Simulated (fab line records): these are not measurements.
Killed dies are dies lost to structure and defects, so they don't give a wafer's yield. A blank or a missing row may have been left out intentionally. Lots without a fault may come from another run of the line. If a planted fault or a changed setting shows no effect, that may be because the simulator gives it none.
Split-lot trial ; flow rit-cmos ; route with 202 steps; 5 lots, 27 wafers read

== ON THE SPLIT ==
At RIT_GATE_DEVELOP_15 (develop time 50 s), the setting develop-time-s was moved away from the recipe's 50 s on 9 of the 27 wafers read, by -48.6% to +18.8%. This setting was run at the recipe's value on the other wafers.

== FROM THE SPLIT TO THE READING: what the file shows between them, 11 steps ==
- RIT_SILICIDE_SPUTTER_01: material Ti, target thk 30 nm, time 240 s (also split here: time-s)
- RIT_SILICIDE_RS_MEAS_02: measures by four-point-probe
- RIT_SILICIDE_THK_MEAS_03: measures by xrf
- RIT_M1_DEVELOP_08: develop time 68 s (also split here: develop-time-s)
- RIT_M1_CD_MEAS_09: target cd 2600 nm
- RIT_M1_HARDBAKE_11: time 120 s
- RIT_M1_METAL_ETCH_12: etches Al in Cl2/BCl3, stops on SiO2, time 165 s, target depth 600 nm
- RIT_M1_STRIP_13: strips in nmp, time 600 s
- RIT_M1_STRIP_14: strips in O2, time 180 s
- RIT_M1_CD_MEAS_90: target cd 2600 nm
- RIT_M1_ANNEAL_15: time 1800 s

== THE READING ==
etest.npoly-line.width-nm (the simulator's own value, which no gauge read), in nm, at RIT_M1_PROBE_99. No usual value for it is given in the file. Here, 18 wafers ran the recipe; their average is 103.85 nm with a standard deviation of 4.3 nm.

wafer;tool, chamber at the split;develop-time-s as run, s;against the recipe;etest.npoly-line.width-nm, nm;against lot-mates on the recipe
L076.1;litho-track-03, 0;50;recipe;102.2;-
L076.2;litho-track-03, 0;59.42;+18.8%;68.79;-31.16
L076.3;litho-track-03, 0;59.42;+18.8%;74.38;-25.57
L076.4;litho-track-03, 0;50;recipe;97.34;-
L076.5;litho-track-03, 0;59.42;+18.8%;69.78;-30.17
L076.6;litho-track-03, 0;50;recipe;100.3;-
L078.1;litho-track-03, 0;50;recipe;103.6;-
L078.2;litho-track-03, 0;50;recipe;101.6;-
L078.6;litho-track-03, 0;50;recipe;102.2;-
L083.1;litho-track-04, 0;50;recipe;110.8;-
L083.2;litho-track-04, 0;50;recipe;103.6;-
L083.3;litho-track-04, 0;50;recipe;102.3;-
L083.4;litho-track-04, 0;50;recipe;113.5;-
L083.5;litho-track-04, 0;50;recipe;111.1;-
L083.6;litho-track-04, 0;50;recipe;100.6;-
L081.1;litho-track-03, 0;36.03;-27.9%;164.4;+60.94
L081.2;litho-track-03, 0;36.03;-27.9%;166.1;+62.64
L081.3;litho-track-03, 0;50;recipe;107.3;-
L081.4;litho-track-03, 0;50;recipe;105.3;-
L081.5;litho-track-03, 0;50;recipe;97.79;-
L081.6;litho-track-03, 0;36.03;-27.9%;169.6;+66.14
L085.1;litho-track-04, 0;50;recipe;101.5;-
L085.2;litho-track-04, 0;50;recipe;105.9;-
L085.3;litho-track-04, 0;25.7;-48.6%;235.4;+132.13
L085.4;litho-track-04, 0;25.7;-48.6%;234.3;+131.03
L085.5;litho-track-04, 0;50;recipe;102.4;-
L085.6;litho-track-04, 0;25.7;-48.6%;229.2;+125.93

THE FIT
A straight line over all 27 wafers: etest.npoly-line.width-nm changes by -2.44 nm for each +1% of develop-time-s; r = -0.99; the points scatter about the line by 7 nm.
The same after taking each lot's own level away (the mean of its wafers on the recipe; 27 wafers): -2.42 nm for each +1%; r = -0.99; scatter 7.5 nm.
That fit puts the effect of the largest move of develop-time-s on the reading at 1.2e+02 nm.
Measured against the standard deviation above, the lots' own levels, which go from 99.947 to 106.983 nm, span 1.6 times it.
So the lot-to-lot level changes the slope little: the two slopes agree.
Check: with one of the wafers moved furthest among these (-48.6%) left out of the fit, the line predicts +117 nm for it against its lot-mates. Against them it came out at +132 nm.

== THESE WAFERS: OTHER SPLITS ==
Other splits were also applied to these wafers ahead of the reading. Each is held against what the fit with the lots' levels taken away leaves over:
other split on the same wafers;wafers away from the commonest value;r with etest.npoly-line.width-nm (lot level and that fit taken away)
RIT_SILICIDE_SPUTTER_01 time-s;12;-0.05
RIT_M1_DEVELOP_08 develop-time-s;9;-0.02

== THE WHOLE CHAIN: every reading that the file lists as answering this split, in the file's order ==
step;what it does;reading;change (the file's fit);r (the file's)
RIT_M1_PROBE_99;;etest.pmos_0p3.r-on-ohm-um (the simulator's own value, which no gauge read);-54.5 for each +1% of the setting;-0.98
RIT_M1_PROBE_99;;etest.pmos_0p15.r-on-ohm-um (the simulator's own value, which no gauge read);-54.4 for each +1% of the setting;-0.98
RIT_M1_PROBE_99;;etest.pmos-turned.r-on-ohm-um (the simulator's own value, which no gauge read);-53.6 for each +1% of the setting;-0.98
RIT_M1_PROBE_99;;etest.nmos_0p15.r-on-ohm-um (the simulator's own value, which no gauge read);-16.1 for each +1% of the setting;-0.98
RIT_M1_PROBE_99;;etest.nmos_0p3.r-on-ohm-um (the simulator's own value, which no gauge read);-16.1 for each +1% of the setting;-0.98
RIT_M1_PROBE_99;;etest.nmos_0p15.drive-ua-um (the simulator's own value, which no gauge read);+4.96 for each +1% of the setting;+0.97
RIT_M1_PROBE_99;;etest.ppoly-line.width-nm (the simulator's own value, which no gauge read);-2.46 nm for each +1% of the setting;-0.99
RIT_M1_PROBE_99;;etest.npoly-line.width-nm (the simulator's own value, which no gauge read);-2.46 nm for each +1% of the setting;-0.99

== FILE'S OWN FIT ==
etest.npoly-line.width-nm changes by -2.46 nm for each +1% of develop-time-s, r = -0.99.
